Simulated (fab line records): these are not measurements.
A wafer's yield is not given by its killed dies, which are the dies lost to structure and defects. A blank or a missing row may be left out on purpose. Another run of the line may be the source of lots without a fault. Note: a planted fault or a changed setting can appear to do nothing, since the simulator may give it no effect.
8D (eight disciplines) problem report, filled in by code :: flow ritCmos :: the parts of the form that need people (team, actions taken, sign-off) are left out

1. PROBLEM STATEMENT
PSD_RS at RIT_SDANNEAL_RS_MEAS_04 reads a mean of 108.19 ohm/sq on 6 wafers of 2 lots; wafers without a fault read 115.96 ohm/sq with a standard deviation of 0.28. That puts it -28 standard deviations away from the usual mean.
The step: measures by four-point-probe.
Seen first at day 5 18:56 on filmMetro-04, wafer L822.2. The record holds 42 wafers of 14 lots with a number at this step. Rule for "out", or "out of limits": more than 4 standard deviations from the usual mean. The other wafers with a number count as sound.

2. WHAT IT IS, WHAT IT ISN'T
question: which readings at this step
is: PSD_RS
is not: -

question: which lots
is: L822, L826
is not: L810, L811, L812, L813, L814, L815, L817, L820, L827, L828, L829, L830

question: which wafers of those lots
is: all that have a number
is not: -

question: read on which gauges
is: filmMetro-03, filmMetro-04
is not: filmMetro-01

question: when
is: from day 5 18:56
is not: up to then (24 sound wafers); but 12 sound wafers of L827, L828, L829, L830 came after

3. SUSPECTS, AND WHAT RULES EACH OUT
Counting: any tool at a process step up to the reading is kept as a suspect provided that every lot that is out went through it and no sound lot did after the first of them.
- ruled out: the gauge at RIT_SDANNEAL_RS_MEAS_04. The wafers that are out were read on 2 gauges (filmMetro-03, filmMetro-04).
- implanter-02 at RIT_PSD_IMPLANT_08: kept. Every lot that is out went through it, starting with L822 (day 5 18:06), and after that it ran no sound lot; the last sound lot it ran before then is L820 (day 5 07:28). Its own beamOnS, doseIonsCm2 readings are out on those wafers.
After counting, what remains is implanter-02 at RIT_PSD_IMPLANT_08.

4. THE CAUSE (what the simulator had put in)
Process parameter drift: implanter-02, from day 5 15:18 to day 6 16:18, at RIT_PSD_IMPLANT_08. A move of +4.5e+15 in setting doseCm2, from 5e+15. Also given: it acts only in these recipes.
Counting left only this tool.

5. THE EFFECT CHAIN, in route order
Each row: a reading whose mean over the struck wafers that have a number lies more than 3 standard deviations from the usual. Only readings for which the record gives a usual standard deviation are gone through. hours: the time from each lot's start at the first step in this table that gives one to its start at this step, as a median over the lots. sigmas: the change in usual standard deviations.
hours: 0
step: RIT_PSD_IMPLANT_08
reading: beamOnS
usual: 12.60 s
on struck wafers: 24.27
change: +11.67
sigmas: +40

hours: 0
step: RIT_PSD_IMPLANT_08
reading: doseIonsCm2
usual: 5e+15
on struck wafers: 1e+16
change: +5e+15
sigmas: +99 or more

hours: 0
step: RIT_PSD_IMPLANT_08
reading: endStationPressureTorr
usual: 1.46e-05 Torr
on struck wafers: 1.23e-05
change: -2.28e-06
sigmas: -3.2

hours: 0
step: RIT_PSD_TW_MEAS_10
reading: PSD_TW
usual: 3385
on struck wafers: 3496
change: +111
sigmas: +3.2

hours: 1
step: RIT_SDANNEAL_RS_MEAS_04
reading: PSD_RS
usual: 115.96 ohm/sq
on struck wafers: 108.19
change: -7.77
sigmas: -28
Process steps it contains:
- RIT_PSD_IMPLANT_08
Later steps that measure or inspect, where all struck wafers having a row at the step show a number for every such reading and not one has moved that far: RIT_M1_OVL_MEAS_10.

6. WHAT WOULD HAVE CAUGHT IT SOONER
4 hours passed between the start of the fault at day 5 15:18 and the first reading out of limits at a measuring or inspecting step in this record, taken at day 5 18:56.
At RIT_PSD_IMPLANT_08, the tool's own readings (beamOnS, doseIonsCm2) were out on each struck wafer the step has a row for, so an alarm limit on them would have fired on the first such wafer.
Lots out: 2; of these, L826 started RIT_PSD_IMPLANT_08 on implanter-02 after day 5 18:56. A tool hold placed at that time would have kept it from harm.
